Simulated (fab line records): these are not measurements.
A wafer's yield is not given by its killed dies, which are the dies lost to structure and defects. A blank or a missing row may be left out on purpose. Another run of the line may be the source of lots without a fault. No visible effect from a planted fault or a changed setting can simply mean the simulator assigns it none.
One fault through the eyes of 2 desks || flow rit cmos || each desk has only its own numbers; what lay behind them comes last

## FROM THE METROLOGY DESK
What the gauges read for every lot (on any tool): the sampled wafers with a number, averaged. Marked OUT: a lot whose mean sits more than 4 standard deviations from the usual mean, which makes it out of limits; the brackets give that distance.
Columns: A = GATE_OXIDE_THK at RIT_GATE_THK_MEAS_07, usual 3.01 nm; B = GATE_POLY_THK at RIT_GATE_THK_MEAS_09, usual 249 nm; C = cd nm at RIT_GATE_CD_MEAS_16, usual 150.0 nm; D = GATE_OVL at RIT_GATE_OVL_MEAS_17, usual -0.7 nm
{"lot": "L156", "first seen here": "day 2 13:50", "A": 2.84, "B": 245, "C": 151.1, "D": 0.7}
{"lot": "L159", "first seen here": "day 3 08:06", "A": 2.99, "B": 245, "C": 151.9, "D": 1.1}
{"lot": "L167", "first seen here": "day 4 18:20", "A": 3.10, "B": 250, "C": 152.1, "D": -1.4}
{"lot": "L173", "first seen here": "day 5 22:17", "A": 3.16, "B": 250, "C": 154.3, "D": 1.5}
{"lot": "L178", "first seen here": "day 7 01:38", "A": 2.97, "B": 250, "C": 149.9, "D": -0.0}
This desk's verdict: no lot among the 5 shows anything out of limits.

## TOOL OWNER'S DESK, rie si-02
The tool's own readings at RIT_GATE_ETCH_19 (etches poly-Si in SF6/CHF3/O2, stops on SiO2, time 165 s, target depth 312.5 nm): means of the sampled wafers that have a number, for each lot that ran on this tool. Marked OUT: a lot whose mean sits more than 4 standard deviations from the usual mean, which makes it out of limits; the brackets give that distance.
Columns: A = SF6_flow_sccm at RIT_GATE_ETCH_19, usual 29.99 sccm; B = drypump motor current A at RIT_GATE_ETCH_19, usual 5.7 A; C = oes product au at RIT_GATE_ETCH_19, usual 0.840 a.u.; D = throttle valve pct at RIT_GATE_ETCH_19, usual 10.28 %
{"lot": "L159", "first seen here": "day 3 11:07", "A": 30.01, "B": 5.5, "C": 0.830, "D": 10.37}
{"lot": "L167", "first seen here": "day 4 21:21", "A": 29.95, "B": 5.8, "C": 0.851, "D": 10.28}
{"lot": "L173", "first seen here": "day 6 01:11", "A": 29.96, "B": 6.0, "C": 0.853, "D": 10.24}
This desk's verdict: no lot among the 3 shows anything out of limits.

## PUT TOGETHER
Metrology desk: nothing out of limits seen.
The tool owner's desk saw nothing out of limits.

## WHAT HAD BEEN PUT IN BY THE SIMULATOR
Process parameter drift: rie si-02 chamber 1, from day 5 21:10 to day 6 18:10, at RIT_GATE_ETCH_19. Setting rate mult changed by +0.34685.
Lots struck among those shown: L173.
